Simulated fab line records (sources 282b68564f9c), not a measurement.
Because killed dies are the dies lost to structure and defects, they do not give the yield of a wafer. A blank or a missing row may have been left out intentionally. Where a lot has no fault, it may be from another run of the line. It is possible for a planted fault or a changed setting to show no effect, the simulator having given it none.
A struck lot beside a sound one    flow rit_cmos    19 out of 202 route steps
Sound: wafers L673.4, L673.5, L673.6. Wafers L682.1, L682.2, L682.3 were the ones struck. The cause comes at the end.
For every step that has rows: the tool of each side, followed by ch and its chambers, followed by its first start. Under that, the readings that differ: sound wafers    struck wafers    difference of the means    sigmas: that difference in standard deviations of wafers without a fault.
alike: readings with means less than 2 such deviations apart, plus words and numbers identical on both sides. not compared: withheld readings, readings lacking a value on some wafer, bounds such as >300 that could conceal the same value, and numbers that have no deviation in the record and whose values overlap.
A row with sigmas, a row that says differs or no value, or rows on one side alone: a step with any of these is where the two part. Non-overlapping numbers with no deviation appear without sigmas and do not part them. A reading missing from all wafers of one side parts the sides only when that side holds two or more wafers.

first, 3 steps without rows for these wafers: RIT_GATE_CLEAN_02 (cleans in dHF, time 30 s); RIT_GATE_CLEAN_03 (cleans in SC2, time 600 s); RIT_GATE_CLEAN_04 (cleans in dHF, time 60 s).
RIT_FOX2_THK_MEAS_91:
  sound on film_metro-03, day 4 02:49; struck on film_metro-04, day 5 19:17
  alike: FIELD_OXIDE_LEFT_2_THK
then, 2 steps without rows for these wafers: RIT_GATE_OXIDATION_05 (target thk 3 nm, ox time 270 s); RIT_GATE_ANNEAL_06 (time 600 s).
RIT_GATE_THK_MEAS_07:
  sound on film_metro-03, day 4 08:52; struck on film_metro-04, day 5 21:44
  alike: GATE_OXIDE_THK
then, 1 step without rows for these wafers: RIT_GATE_CVD_08 (deposits poly-Si from SiH4, target thk 250 nm, time 2220 s).
RIT_GATE_THK_MEAS_09:
  sound on film_metro-04, day 4 10:50; struck on film_metro-03, day 5 23:24
  alike: GATE_POLY_THK
then, 3 steps without rows for these wafers: RIT_GATE_HMDS_10 (prime time 60 s); RIT_GATE_COAT_11 (resist thk 850 nm); RIT_GATE_SOFTBAKE_12 (time 60 s).
RIT_GATE_EXPOSE_13: exposes mask M6, target cd 150 nm.
  sound on iline_stepper-01 ch 0, day 4 11:22; struck on iline_stepper-02 ch 0, day 5 23:55
reading                       sound                 struck             difference  sigmas
model.GATE.overlay_x_nm (nm)  0.2343 0.2343 0.2343  239.9 239.9 239.9  +239.7      
  alike: mask, focus_offset_nm, reticle_temp_C
then, 2 steps without rows for these wafers: RIT_GATE_PEB_14; RIT_GATE_DEVELOP_15 (develop time 50 s).
RIT_GATE_CD_MEAS_16: the cd target is 150 nm.
  sound on cd_sem-02, day 4 11:50; struck on cd_sem-02, day 6 00:19
  alike: cd_nm
RIT_GATE_OVL_MEAS_17:
  sound on overlay-01, day 4 11:55; struck on overlay-01, day 6 00:26
reading        sound           struck             difference  sigmas
GATE_OVL (nm)  -1.6 -1.7 -2.5  236.1 239.6 238.6  +240.0      +99 or more
then, 1 step without rows for these wafers: RIT_GATE_HARDBAKE_18 (time 60 s).
RIT_M1_PROBE_99:
  sound on prober-02, day 5 08:55; struck on prober-01, day 6 22:41
reading                                     sound                 struck                difference  sigmas
model.etest.nldd.width_nm (nm)              3176 3162 3195        3021 3039 3020        -151        
model.etest.pldd.width_nm (nm)              3189 3173 3195        3038 3028 3027        -155        
model.etest.nldd.line_ohm_um                124.7 124.8 126.3     121.3 120.5 122       -4.0        
model.etest.gate_end_array.leak_log10_a_um  -12.91 -13.01 -12.9   -6.15 -6.237 -5.95    +6.83       
model.etest.select_edge_diode_n.over_limit  0 0 0                 1 1 1                 +1          
model.etest.select_edge_diode_p.over_limit  0 0 0                 1 1 1                 +1          
model.etest.nmos_0p15.junction_log10_a_um   -13.45 -13.49 -13.38  -12.93 -12.83 -12.94  +0.54       
model.etest.nmos_narrow.off_log10_a_um      -13.19 -13.16 -13.17  -12.81 -12.74 -12.77  +0.40       
  alike: killed_at_contacts, killed_at_front_end, killed_dies, killed_on_rim, killed_open, killed_short

## WHERE THEY PART
Only at RIT_GATE_OVL_MEAS_17, as far as this record shows. Later steps at which nothing parts them and some readings are alike: RIT_M1_PROBE_99.

WHY: what had been put in by the simulator
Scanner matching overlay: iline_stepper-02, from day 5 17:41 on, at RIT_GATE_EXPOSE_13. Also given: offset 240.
